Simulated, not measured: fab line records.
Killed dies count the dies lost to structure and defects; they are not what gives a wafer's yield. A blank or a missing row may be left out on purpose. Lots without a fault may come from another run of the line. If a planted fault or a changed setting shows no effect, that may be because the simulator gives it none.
Split-lot study || flow rit_cmos || 5 lots, 23 wafers read, on a route of 202 steps

THE SPLIT ITSELF
At RIT_ACTIVE_ETCH_13 (etches Si3N4 in SF6, stops on SiO2, time 210 s, target depth 210 nm), the setting time_s was moved away from the recipe's 210 s on 11 of the 23 wafers read, by -5.4% to +8.4%. For the rest of the wafers, this setting stayed at what the recipe calls for.

FROM THE SPLIT TO THE READING: what the file shows between them, 2 steps
- RIT_ACTIVE_STRIP_14: strips in O2, time 180 s
- RIT_FOX2_CLEAN_02: cleans in dHF, time 180 s

THE READING
SiO2_of_ACTIVE_OXIDATION_01.thk_nm (the simulator's own value, which no gauge read), in nm, at RIT_FOX2_WET_ETCH_03 (etches Si3N4 in H3PO4, target depth 195 nm, time 2700 s). The file does not state a usual value for it. Average 40.25 nm, standard deviation 3.2 nm, over the 12 wafers here run with the recipe.

{"wafer": "L075.1", "tool, chamber at the split": "rie_diel-03, 0", "time_s as run, s": 210, "against the recipe": "recipe", "SiO2_of_ACTIVE_OXIDATION_01.thk_nm, nm": 35.58, "against lot-mates on the recipe": "-"}
{"wafer": "L075.3", "tool, chamber at the split": "rie_diel-03, 3", "time_s as run, s": 227.7, "against the recipe": "+8.4%", "SiO2_of_ACTIVE_OXIDATION_01.thk_nm, nm": 30.05, "against lot-mates on the recipe": -5.51}
{"wafer": "L075.4", "tool, chamber at the split": "rie_diel-03, 1", "time_s as run, s": 227.7, "against the recipe": "+8.4%", "SiO2_of_ACTIVE_OXIDATION_01.thk_nm, nm": 30.88, "against lot-mates on the recipe": -4.68}
{"wafer": "L075.5", "tool, chamber at the split": "rie_diel-03, 3", "time_s as run, s": 227.7, "against the recipe": "+8.4%", "SiO2_of_ACTIVE_OXIDATION_01.thk_nm, nm": 30.07, "against lot-mates on the recipe": -5.49}
{"wafer": "L075.6", "tool, chamber at the split": "rie_diel-03, 0", "time_s as run, s": 210, "against the recipe": "recipe", "SiO2_of_ACTIVE_OXIDATION_01.thk_nm, nm": 35.55, "against lot-mates on the recipe": "-"}
{"wafer": "L079.1", "tool, chamber at the split": "rie_diel-01, 0", "time_s as run, s": 219.3, "against the recipe": "+4.4%", "SiO2_of_ACTIVE_OXIDATION_01.thk_nm, nm": 35.02, "against lot-mates on the recipe": -2.34}
{"wafer": "L079.2", "tool, chamber at the split": "rie_diel-01, 3", "time_s as run, s": 219.3, "against the recipe": "+4.4%", "SiO2_of_ACTIVE_OXIDATION_01.thk_nm, nm": 35.61, "against lot-mates on the recipe": -1.76}
{"wafer": "L079.3", "tool, chamber at the split": "rie_diel-01, 2", "time_s as run, s": 219.3, "against the recipe": "+4.4%", "SiO2_of_ACTIVE_OXIDATION_01.thk_nm, nm": 34.23, "against lot-mates on the recipe": -3.14}
{"wafer": "L079.4", "tool, chamber at the split": "rie_diel-01, 1", "time_s as run, s": 210, "against the recipe": "recipe", "SiO2_of_ACTIVE_OXIDATION_01.thk_nm, nm": 37.28, "against lot-mates on the recipe": "-"}
{"wafer": "L079.5", "tool, chamber at the split": "rie_diel-01, 2", "time_s as run, s": 210, "against the recipe": "recipe", "SiO2_of_ACTIVE_OXIDATION_01.thk_nm, nm": 37.45, "against lot-mates on the recipe": "-"}
{"wafer": "L080.2", "tool, chamber at the split": "rie_diel-03, 0", "time_s as run, s": 210, "against the recipe": "recipe", "SiO2_of_ACTIVE_OXIDATION_01.thk_nm, nm": 43.7, "against lot-mates on the recipe": "-"}
{"wafer": "L080.3", "tool, chamber at the split": "rie_diel-03, 3", "time_s as run, s": 225.4, "against the recipe": "+7.3%", "SiO2_of_ACTIVE_OXIDATION_01.thk_nm, nm": 39.68, "against lot-mates on the recipe": -3.88}
{"wafer": "L080.4", "tool, chamber at the split": "rie_diel-03, 2", "time_s as run, s": 225.4, "against the recipe": "+7.3%", "SiO2_of_ACTIVE_OXIDATION_01.thk_nm, nm": 40.14, "against lot-mates on the recipe": -3.41}
{"wafer": "L080.5", "tool, chamber at the split": "rie_diel-03, 0", "time_s as run, s": 225.4, "against the recipe": "+7.3%", "SiO2_of_ACTIVE_OXIDATION_01.thk_nm, nm": 39.35, "against lot-mates on the recipe": -4.20}
{"wafer": "L080.6", "tool, chamber at the split": "rie_diel-03, 1", "time_s as run, s": 210, "against the recipe": "recipe", "SiO2_of_ACTIVE_OXIDATION_01.thk_nm, nm": 43.41, "against lot-mates on the recipe": "-"}
{"wafer": "L083.1", "tool, chamber at the split": "rie_diel-04, 1", "time_s as run, s": 210, "against the recipe": "recipe", "SiO2_of_ACTIVE_OXIDATION_01.thk_nm, nm": 38.97, "against lot-mates on the recipe": "-"}
{"wafer": "L083.2", "tool, chamber at the split": "rie_diel-04, 3", "time_s as run, s": 210, "against the recipe": "recipe", "SiO2_of_ACTIVE_OXIDATION_01.thk_nm, nm": 40.08, "against lot-mates on the recipe": "-"}
{"wafer": "L083.6", "tool, chamber at the split": "rie_diel-04, 0", "time_s as run, s": 210, "against the recipe": "recipe", "SiO2_of_ACTIVE_OXIDATION_01.thk_nm, nm": 39.74, "against lot-mates on the recipe": "-"}
{"wafer": "L085.1", "tool, chamber at the split": "rie_diel-01, 1", "time_s as run, s": 210, "against the recipe": "recipe", "SiO2_of_ACTIVE_OXIDATION_01.thk_nm, nm": 43.4, "against lot-mates on the recipe": "-"}
{"wafer": "L085.2", "tool, chamber at the split": "rie_diel-01, 0", "time_s as run, s": 210, "against the recipe": "recipe", "SiO2_of_ACTIVE_OXIDATION_01.thk_nm, nm": 44.14, "against lot-mates on the recipe": "-"}
{"wafer": "L085.3", "tool, chamber at the split": "rie_diel-01, 3", "time_s as run, s": 198.6, "against the recipe": "-5.4%", "SiO2_of_ACTIVE_OXIDATION_01.thk_nm, nm": 44.36, "against lot-mates on the recipe": "+0.61"}
{"wafer": "L085.5", "tool, chamber at the split": "rie_diel-01, 0", "time_s as run, s": 210, "against the recipe": "recipe", "SiO2_of_ACTIVE_OXIDATION_01.thk_nm, nm": 43.72, "against lot-mates on the recipe": "-"}
{"wafer": "L085.6", "tool, chamber at the split": "rie_diel-01, 3", "time_s as run, s": 198.6, "against the recipe": "-5.4%", "SiO2_of_ACTIVE_OXIDATION_01.thk_nm, nm": 45.05, "against lot-mates on the recipe": "+1.30"}

THE FIT
A straight line over all 23 wafers: SiO2_of_ACTIVE_OXIDATION_01.thk_nm changes by -0.775 nm for each +1% of time_s; r = -0.69; the points scatter about the line by 3.4 nm.
The same after taking each lot's own level away (the mean of its wafers on the recipe; 23 wafers): -0.49 nm for each +1%; r = -0.95; scatter 0.69 nm.
The reading moves by 4.1 nm for the largest change in time_s, on that fit.
The span of the lots' own levels, 35.565 to 43.753 nm, comes to 2.6 times the standard deviation stated above.
So the lot-to-lot level blurs the effect unless lot-mates are compared.
Check: -4.31 nm against its lot-mates is what the line predicts for one of the wafers moved furthest among these (+8.4%) when that wafer is left out of the fit. It came out at -5.51 nm against them.

THE OTHER SPLITS THESE WAFERS WENT THROUGH
Note: prior to the reading, these wafers also went through further splits. Each is held against what the fit with the lots' levels taken away leaves over:
{"other split on the same wafers": "RIT_ACTIVE_OXIDATION_01 ox_time_s", "wafers away from the commonest value": 18, "r with SiO2_of_ACTIVE_OXIDATION_01.thk_nm (lot level and that fit taken away)": -0.01}
{"other split on the same wafers": "RIT_ACTIVE_COAT_06 spin_rpm", "wafers away from the commonest value": 4, "r with SiO2_of_ACTIVE_OXIDATION_01.thk_nm (lot level and that fit taken away)": -0.10}

THE WHOLE CHAIN: every reading that the file lists as answering this split, in the file's order
{"step": "RIT_ACTIVE_ETCH_13", "what it does": "etches Si3N4 in SF6, stops on SiO2, time 210 s, target depth 210 nm", "reading": "SiO2_of_ACTIVE_OXIDATION_01.thk_nm (the simulator's own value, which no gauge read)", "change (the file's fit)": "-0.57 nm for each +1% of the setting", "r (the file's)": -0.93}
{"step": "RIT_FOX2_WET_ETCH_03", "what it does": "etches Si3N4 in H3PO4, target depth 195 nm, time 2700 s", "reading": "SiO2_of_ACTIVE_OXIDATION_01.thk_nm (the simulator's own value, which no gauge read)", "change (the file's fit)": "-0.506 nm for each +1% of the setting", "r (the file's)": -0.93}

THE FILE'S OWN FIT
SiO2_of_ACTIVE_OXIDATION_01.thk_nm changes by -0.506 nm for each +1% of time_s, r = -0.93.
